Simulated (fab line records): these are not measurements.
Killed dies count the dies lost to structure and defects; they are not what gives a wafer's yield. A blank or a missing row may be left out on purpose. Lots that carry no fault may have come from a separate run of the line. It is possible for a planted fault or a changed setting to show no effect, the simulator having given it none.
Chamber matching :: flow berkeley-cmos170 :: rie-si-01 running UCB170_GATE_ETCH_15: 4 sister chambers
The step etches poly-Si in HBr/Cl2, stops on SiO2, time 56.3 s, target depth 278.2 nm. 8 wafers are shown with their chamber, then 8 later ones without.

== EACH WAFER AND ITS CHAMBER ==
wafer: L716.4
chamber: 0
throttle-valve-pct (%): 26.67
run-length-s (s): 85.0

wafer: L716.6
chamber: 2
throttle-valve-pct (%): 26.29
run-length-s (s): 84.9

wafer: L720.1
chamber: 3
throttle-valve-pct (%): 26.80
run-length-s (s): 84.2

wafer: L720.6
chamber: 2
throttle-valve-pct (%): 26.30
run-length-s (s): 84.9

wafer: L725.1
chamber: 0
throttle-valve-pct (%): 26.67
run-length-s (s): 85.2

wafer: L725.4
chamber: 1
throttle-valve-pct (%): 26.33
run-length-s (s): 84.4

wafer: L725.5
chamber: 3
throttle-valve-pct (%): 26.77
run-length-s (s): 84.0

wafer: L732.1
chamber: 1
throttle-valve-pct (%): 26.36
run-length-s (s): 84.1

== WAFERS MISSING THEIR CHAMBER ==
wafer: L732.2
throttle-valve-pct (%): 26.77
run-length-s (s): 84.8

wafer: L732.4
throttle-valve-pct (%): 26.66
run-length-s (s): 85.7

wafer: L731.1
throttle-valve-pct (%): 26.77
run-length-s (s): 84.0

wafer: L731.3
throttle-valve-pct (%): 26.28
run-length-s (s): 84.8

wafer: L731.6
throttle-valve-pct (%): 26.77
run-length-s (s): 84.4

wafer: L734.1
throttle-valve-pct (%): 26.78
run-length-s (s): 84.1

wafer: L734.2
throttle-valve-pct (%): 26.33
run-length-s (s): 84.1

wafer: L734.6
throttle-valve-pct (%): 26.29
run-length-s (s): 84.9

== WHICH CHAMBER EACH WENT THROUGH ==
wafer: L732.2
from the rows above: can't be placed: 3 or 0
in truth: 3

wafer: L732.4
from the rows above: 0
in truth: 0

wafer: L731.1
from the rows above: 3
in truth: 3

wafer: L731.3
from the rows above: 2
in truth: 2

wafer: L731.6
from the rows above: 3
in truth: 3

wafer: L734.1
from the rows above: 3
in truth: 3

wafer: L734.2
from the rows above: 1
in truth: 1

wafer: L734.6
from the rows above: 2
in truth: 2
Placed correctly: 7 of 8. Can't be placed from these rows: 1 (the true chamber is among the candidates in 1). Wrongly placed: 0.
How it was worked out, from the rows above alone: a wafer's distance from a chamber is the root of the sum, over the readings, of the square of ((its reading less the chamber's mean) divided by the reading's scatter). If the next closest chamber is less than 2 further off than the closest, the wafer can't be placed; otherwise it belongs to the closest. For every chamber, the mean is computed from those of its wafers that are shown. The scatter: take each reading less its chamber's mean, square it, sum over the shown wafers, divide by the number of wafers less the number of chambers, and take the root.
